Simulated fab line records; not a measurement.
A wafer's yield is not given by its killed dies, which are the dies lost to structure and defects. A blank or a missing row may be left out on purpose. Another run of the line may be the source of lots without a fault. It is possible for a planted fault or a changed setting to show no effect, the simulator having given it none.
Tool commonality check ; flow berkeley_cmos170 ; 15 lots and 45 wafers in the sample

## WHY THIS WAS OPENED
3 of 15 lots carry a flag on the reading PWELL_NITRIDE_THK at UCB170_PWELL_THK_MEAS_06. No-fault wafers: 220.4 nm, standard deviation 2.2.
Rule: flag the lot when none of its wafers has a number, or when each of its wafers that has one lies beyond 4 standard deviations from that mean. The other lots count as sound.

lot;measured;on;PWELL_NITRIDE_THK (nm), wafer by wafer;flag
L956;day 2 18:22;film_metro-01;218.6 219.1 218.3;
L958;day 3 15:25;film_metro-03;219.7 219.1 218.6;
L959;day 3 15:25;film_metro-02;218.8 219.3 220.5;
L960;day 3 15:25;film_metro-01;220.2 219.3 221.4;
L961;day 4 01:55;film_metro-02;221.7 223.7 223.4;
L962;day 4 06:01;film_metro-01;220.0 220.3 221.6;
L963;day 4 08:59;film_metro-03;446.4 447.3 444.0;FLAGGED
L964;day 4 09:18;film_metro-03;220.1 220.5 219.6;
L967;day 5 09:47;film_metro-03;440.4 443.2 440.6;FLAGGED
L969;day 5 17:27;film_metro-02;439.4 437.9 440.0;FLAGGED
L974;day 6 12:19;film_metro-01;219.6 219.4 218.1;
L975;day 6 20:26;film_metro-01;218.4 219.0 218.6;
L976;day 7 04:16;film_metro-03;218.9 218.9 218.9;
L978;day 7 13:22;film_metro-02;218.8 217.4 220.4;
L979;day 7 20:07;film_metro-03;221.5 221.3 222.5;
On average the flagged lots read 442.1 nm, which is +221.7 nm against the usual, or +99 or more standard deviations.

## WHICH TOOL RAN EACH LOT
Before the reading, the record contains 3 process steps out of a 331-step route. Each cell gives the tool, then ch followed by the chambers the sampled wafers passed through, then the start.
lot;flag;UCB170_ZERO_ETCH_06;UCB170_ZERO_STRIP_07;UCB170_PWELL_CVD_05
L956;;rie_diel-04 ch 0,2,3, day 1 16:17;plasma_asher-04 ch 0,1, day 1 16:19;lpcvd-02 ch 1, day 2 16:28
L958;;rie_diel-01 ch 0,1,3, day 2 07:09;plasma_asher-04 ch 0,1, day 2 07:11;lpcvd-02 ch 0, day 3 13:29
L959;;rie_diel-03 ch 0,2,3, day 2 12:32;plasma_asher-03 ch 0,1, day 2 12:34;lpcvd-02 ch 1, day 3 13:29
L960;;rie_diel-04 ch 0,1,2, day 2 16:15;plasma_asher-03 ch 0,1, day 2 16:16;lpcvd-02 ch 1, day 3 13:29
L961;;rie_diel-03 ch 0,1,3, day 2 22:20;plasma_asher-01 ch 0,1, day 2 22:21;lpcvd-02 ch 1, day 3 23:59
L962;;rie_diel-03 ch 0,2,3, day 3 03:10;plasma_asher-03 ch 0,1, day 3 03:11;lpcvd-01 ch 0, day 4 04:05
L963;FLAGGED;rie_diel-01 ch 1,3, day 3 06:47;plasma_asher-01 ch 0,1, day 3 06:48;lpcvd-01 ch 0, day 4 04:05 and lpcvd-02 ch 0, day 4 07:04
L964;;rie_diel-03 ch 0,1,2, day 3 10:34;plasma_asher-01 ch 0,1, day 3 10:38;lpcvd-01 ch 0, day 4 07:22
L967;FLAGGED;rie_diel-01 ch 0,1,3, day 4 02:01;plasma_asher-04 ch 0,1, day 4 02:03;lpcvd-01 ch 1, day 5 02:22 and lpcvd-02 ch 1, day 5 06:10
L969;FLAGGED;rie_diel-03 ch 0,2,3, day 4 12:50;plasma_asher-01 ch 0,1, day 4 12:51;lpcvd-02 ch 1, day 5 13:26
L974;;rie_diel-01 ch 0,1,3, day 5 12:05;plasma_asher-03 ch 0,1, day 5 12:07;lpcvd-02 ch 0, day 6 10:23
L975;;rie_diel-01 ch 0,1,3, day 5 16:01;plasma_asher-01 ch 0,1, day 5 16:04;lpcvd-01 ch 1, day 6 18:30
L976;;rie_diel-04 ch 0,2, day 6 01:08;plasma_asher-01 ch 0,1, day 6 01:10;lpcvd-02 ch 0, day 7 02:17
L978;;rie_diel-01 ch 0,2,3, day 6 09:45;plasma_asher-04 ch 0,1, day 6 09:47;lpcvd-02 ch 0, day 7 11:28
L979;;rie_diel-04 ch 0,1,3, day 6 14:13;plasma_asher-03 ch 0,1, day 6 14:14;lpcvd-02 ch 1, day 7 18:11
What the steps here do:
- UCB170_ZERO_ETCH_06: etches SiO2 in CHF3/CF4/Ar, time 12 s.
- UCB170_ZERO_STRIP_07: strips in O2.
- UCB170_PWELL_CVD_05: deposits Si3N4 from SiH2Cl2/NH3, target thk 220 nm, time 3300 s.
- UCB170_PWELL_THK_MEAS_06

## FLAGGED AGAINST TOTAL, ONE TOOL AT A TIME (gauges that did the reading follow at the end)
step;tool;lots run;flagged;share of the flagged lots;sound lots run after its first flagged lot
UCB170_ZERO_ETCH_06;rie_diel-01;6;2;some;3 (L974,L975,L978)
UCB170_ZERO_ETCH_06;rie_diel-03;5;1;some;0
UCB170_ZERO_ETCH_06;rie_diel-04;4;0;none;-
UCB170_ZERO_STRIP_07;plasma_asher-01;6;2;some;3 (L964,L975,L976)
UCB170_ZERO_STRIP_07;plasma_asher-03;5;0;none;-
UCB170_ZERO_STRIP_07;plasma_asher-04;4;1;some;1 (L978)
UCB170_PWELL_CVD_05;lpcvd-01;5;2;some;2 (L964,L975)
UCB170_PWELL_CVD_05;lpcvd-02;12;3;all;4 (L974,L976,L978,L979)
UCB170_PWELL_THK_MEAS_06;film_metro-01;5;0;none;-
UCB170_PWELL_THK_MEAS_06;film_metro-02;4;1;some;1 (L978)
UCB170_PWELL_THK_MEAS_06;film_metro-03;6;2;some;3 (L964,L976,L979)

## THE TABLE: WHAT IT ALLOWS
Rows of the table that ran each flagged lot: 1, that is lpcvd-02 at UCB170_PWELL_CVD_05.
- lpcvd-02 at UCB170_PWELL_CVD_05: 3 of its 12 lots flagged. After the first flagged lot (L974, L976, L978, L979), sound lots still ran on it; a lasting fault on the whole tool would not permit that.
None of the table's rows ran every flagged lot and, after the first, no sound lot.

## WHAT THE SIMULATOR PUT IN
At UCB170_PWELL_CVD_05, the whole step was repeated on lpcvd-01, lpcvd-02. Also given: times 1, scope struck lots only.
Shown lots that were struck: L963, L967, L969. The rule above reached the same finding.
